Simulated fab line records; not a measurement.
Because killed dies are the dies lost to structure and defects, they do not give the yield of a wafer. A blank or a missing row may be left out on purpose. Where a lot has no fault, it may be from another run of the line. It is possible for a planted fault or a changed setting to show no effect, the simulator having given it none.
Split-lot study / flow berkeley-cmos170 / 5 lots, 23 wafers read, on a route of 331 steps

== THE SPLIT ==
At UCB170_SACOX_OXIDATION_01 (target thk 14.4 nm, ox time 2400 s), the setting temp-c was moved away from the recipe's 900 C on 15 of the 23 wafers read, by -2.4% to +2.3%. This setting was run at the recipe's value on the other wafers.

No step appears in the file between the split and the reading.

== THE READING ==
SACOX_OXIDE_THK in nanometres, read at UCB170_SACOX_THK_MEAS_02. A value of 14.4 nm with a standard deviation of 0.32 nm is what fault-free wafers of this fab line usually give.

wafer=L074.1; tool, chamber at the split=-, -; temp-c as run, C=920.4; against the recipe=+2.3%; SACOX_OXIDE_THK, nm=17.8; against lot-mates on the recipe=no lot-mate on the recipe
wafer=L074.2; tool, chamber at the split=-, -; temp-c as run, C=920.4; against the recipe=+2.3%; SACOX_OXIDE_THK, nm=17.8; against lot-mates on the recipe=no lot-mate on the recipe
wafer=L074.3; tool, chamber at the split=-, -; temp-c as run, C=920.4; against the recipe=+2.3%; SACOX_OXIDE_THK, nm=17.8; against lot-mates on the recipe=no lot-mate on the recipe
wafer=L074.5; tool, chamber at the split=-, -; temp-c as run, C=920.4; against the recipe=+2.3%; SACOX_OXIDE_THK, nm=17.6; against lot-mates on the recipe=no lot-mate on the recipe
wafer=L074.6; tool, chamber at the split=-, -; temp-c as run, C=920.4; against the recipe=+2.3%; SACOX_OXIDE_THK, nm=17.7; against lot-mates on the recipe=no lot-mate on the recipe
wafer=L078.1; tool, chamber at the split=-, -; temp-c as run, C=881.4; against the recipe=-2.1%; SACOX_OXIDE_THK, nm=11.8; against lot-mates on the recipe=no lot-mate on the recipe
wafer=L078.2; tool, chamber at the split=-, -; temp-c as run, C=881.4; against the recipe=-2.1%; SACOX_OXIDE_THK, nm=11.9; against lot-mates on the recipe=no lot-mate on the recipe
wafer=L078.4; tool, chamber at the split=-, -; temp-c as run, C=881.4; against the recipe=-2.1%; SACOX_OXIDE_THK, nm=11.8; against lot-mates on the recipe=no lot-mate on the recipe
wafer=L078.5; tool, chamber at the split=-, -; temp-c as run, C=881.4; against the recipe=-2.1%; SACOX_OXIDE_THK, nm=11.9; against lot-mates on the recipe=no lot-mate on the recipe
wafer=L078.6; tool, chamber at the split=-, -; temp-c as run, C=881.4; against the recipe=-2.1%; SACOX_OXIDE_THK, nm=11.8; against lot-mates on the recipe=no lot-mate on the recipe
wafer=L077.1; tool, chamber at the split=-, -; temp-c as run, C=878.4; against the recipe=-2.4%; SACOX_OXIDE_THK, nm=11.2; against lot-mates on the recipe=no lot-mate on the recipe
wafer=L077.2; tool, chamber at the split=-, -; temp-c as run, C=878.4; against the recipe=-2.4%; SACOX_OXIDE_THK, nm=11.1; against lot-mates on the recipe=no lot-mate on the recipe
wafer=L077.3; tool, chamber at the split=-, -; temp-c as run, C=878.4; against the recipe=-2.4%; SACOX_OXIDE_THK, nm=11.2; against lot-mates on the recipe=no lot-mate on the recipe
wafer=L077.4; tool, chamber at the split=-, -; temp-c as run, C=878.4; against the recipe=-2.4%; SACOX_OXIDE_THK, nm=11.1; against lot-mates on the recipe=no lot-mate on the recipe
wafer=L077.5; tool, chamber at the split=-, -; temp-c as run, C=878.4; against the recipe=-2.4%; SACOX_OXIDE_THK, nm=10.9; against lot-mates on the recipe=no lot-mate on the recipe
wafer=L080.2; tool, chamber at the split=-, -; temp-c as run, C=900; against the recipe=recipe; SACOX_OXIDE_THK, nm=14.6; against lot-mates on the recipe=-
wafer=L080.3; tool, chamber at the split=-, -; temp-c as run, C=900; against the recipe=recipe; SACOX_OXIDE_THK, nm=14.7; against lot-mates on the recipe=-
wafer=L080.4; tool, chamber at the split=-, -; temp-c as run, C=900; against the recipe=recipe; SACOX_OXIDE_THK, nm=14.6; against lot-mates on the recipe=-
wafer=L080.5; tool, chamber at the split=-, -; temp-c as run, C=900; against the recipe=recipe; SACOX_OXIDE_THK, nm=14.6; against lot-mates on the recipe=-
wafer=L080.6; tool, chamber at the split=-, -; temp-c as run, C=900; against the recipe=recipe; SACOX_OXIDE_THK, nm=14.7; against lot-mates on the recipe=-
wafer=L084.2; tool, chamber at the split=furnace-02, 0; temp-c as run, C=900; against the recipe=recipe; SACOX_OXIDE_THK, nm=14.3; against lot-mates on the recipe=-
wafer=L084.4; tool, chamber at the split=furnace-02, 0; temp-c as run, C=900; against the recipe=recipe; SACOX_OXIDE_THK, nm=14.6; against lot-mates on the recipe=-
wafer=L084.5; tool, chamber at the split=furnace-02, 0; temp-c as run, C=900; against the recipe=recipe; SACOX_OXIDE_THK, nm=14.5; against lot-mates on the recipe=-

THE FIT
A straight line over all 23 wafers: SACOX_OXIDE_THK changes by +1.4 nm for each +1% of temp-c; r = +1.00; the points scatter about the line by 0.14 nm.
Too few moved wafers have a lot-mate on the recipe to fit a line with each lot's own level taken away.

== THE WHOLE CHAIN: every reading that the file lists as answering this split, in the file's order ==
step=UCB170_SACOX_OXIDATION_01; what it does=target thk 14.4 nm, ox time 2400 s; reading=SiO2_of_SACOX_OXIDATION_01.thk-nm (the simulator's own value, which no gauge read); change (the file's fit)=+1.39 nm for each +1% of the setting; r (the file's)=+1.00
step=UCB170_SACOX_THK_MEAS_02; what it does=; reading=SACOX_OXIDE_THK; change (the file's fit)=+1.39 for each +1% of the setting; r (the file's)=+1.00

== FILE'S OWN FIT ==
SACOX_OXIDE_THK changes by +1.39 nm for each +1% of temp-c, r = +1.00.
